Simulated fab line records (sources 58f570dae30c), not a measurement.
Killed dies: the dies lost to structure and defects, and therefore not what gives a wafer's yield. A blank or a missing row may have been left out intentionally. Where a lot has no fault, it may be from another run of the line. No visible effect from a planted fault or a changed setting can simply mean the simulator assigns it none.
Which tool is to blame? -- flow berkeley_cmos170 -- 7 lots, 21 wafers sampled, at 4 steps of a route of 331

== WHAT THE GAUGES READ, wafer by wafer ==
UCB170_M2_RS_MEAS_02: a four-point-probe measurement.
lot,measured,on,M2_AL_RS (ohm/sq)
L620,day 8 03:41,film_metro-04,0.0327 0.0321 0.0325
L624,day 8 08:53,film_metro-04,0.0322 0.0320 0.0323
L627,day 9 07:25,film_metro-04,0.0324 0.0323 0.0326
L629,day 9 22:28,film_metro-03,0.0320 0.0321 0.0324
L635,day 11 07:10,film_metro-01,0.0392 0.0324 0.0329
L640,day 12 01:08,film_metro-03,0.0321 0.0314 0.0321
L642,day 12 11:46,film_metro-03,0.0324 0.0322 0.0320

== WHICH TOOL RAN EACH LOT (tool, then ch and the chambers of the sampled wafers, then the start) ==
lot,UCB170_CONTACT_ETCH_18,UCB170_M1_SPUTTER_00,UCB170_M2_SPUTTER_01
L620,"rie_diel-04 ch 1,2,3, day 7 19:59 or earlier","pvd_sputter-04, day 7 19:59","pvd_sputter-02, day 8 03:34"
L624,"rie_diel-04 ch 0,2,3, day 8 00:00 or earlier","pvd_sputter-03, day 8 00:00","pvd_sputter-01, day 8 08:46"
L627,"rie_diel-01 ch 0,2,3, day 8 23:37 or earlier","pvd_sputter-04, day 8 23:37","pvd_sputter-02, day 9 07:20"
L629,"rie_diel-01 ch 0,1,2, day 9 11:35 or earlier","pvd_sputter-04, day 9 11:35","pvd_sputter-02, day 9 22:23"
L635,"rie_diel-04 ch 1,2,3, day 10 23:07 or earlier","pvd_sputter-03, day 10 23:07","pvd_sputter-01, day 11 07:05"
L640,"rie_diel-01 ch 0,2,3, day 11 15:43 or earlier","pvd_sputter-01, day 11 15:43","pvd_sputter-02, day 12 01:02"
L642,"rie_diel-01 ch 0,2,3, day 12 02:09 or earlier","pvd_sputter-03, day 12 02:09","pvd_sputter-02, day 12 11:41"
- UCB170_CONTACT_ETCH_18: etches PSG in CHF3/CF4/Ar, stops on TiSi2, target depth 840 nm, time 195 s.
- UCB170_M1_SPUTTER_00: material Al, target thk 600 nm, time 80 s.
- UCB170_M2_SPUTTER_01: material Al, target thk 900 nm, time 120 s.

== THE ANSWER, worked out from the rows above alone ==
Rule: the lots themselves supply what counts as usual. Put in order of their means at a reading, lots are off if they are a third of the lots or fewer, leave a main group of 4 or more, and stand apart from it by a gap of 3 or more times the standard deviation of the main group's means; of several such gaps the widest counts. A main group is skipped when, at the precision printed for the reading in the tables above, its means are all equal. Also off: a lot with no number at a reading for which 4 or more lots have one. All remaining lots with rows at the step are treated as sound.
Off: L635, at UCB170_M2_RS_MEAS_02 (M2_AL_RS). For the main group the mean is 0.0322 ohm/sq and the standard deviation 0.00019.
If a tool, at a process step before that reading, ran all the lots that are off and no sound lot after the first of them, it fits. The gauges at UCB170_M2_RS_MEAS_02 are tried like those tools. UCB170_CONTACT_ETCH_18 gives no start for some lots, so the hours and the order of its lots are those of UCB170_M1_SPUTTER_00. Can't be told from this: 3 tools fit, rie_diel-04 at UCB170_CONTACT_ETCH_18, pvd_sputter-01 at UCB170_M2_SPUTTER_01, film_metro-01 at UCB170_M2_RS_MEAS_02.

== WHAT THE SIMULATOR HAD PUT IN ==
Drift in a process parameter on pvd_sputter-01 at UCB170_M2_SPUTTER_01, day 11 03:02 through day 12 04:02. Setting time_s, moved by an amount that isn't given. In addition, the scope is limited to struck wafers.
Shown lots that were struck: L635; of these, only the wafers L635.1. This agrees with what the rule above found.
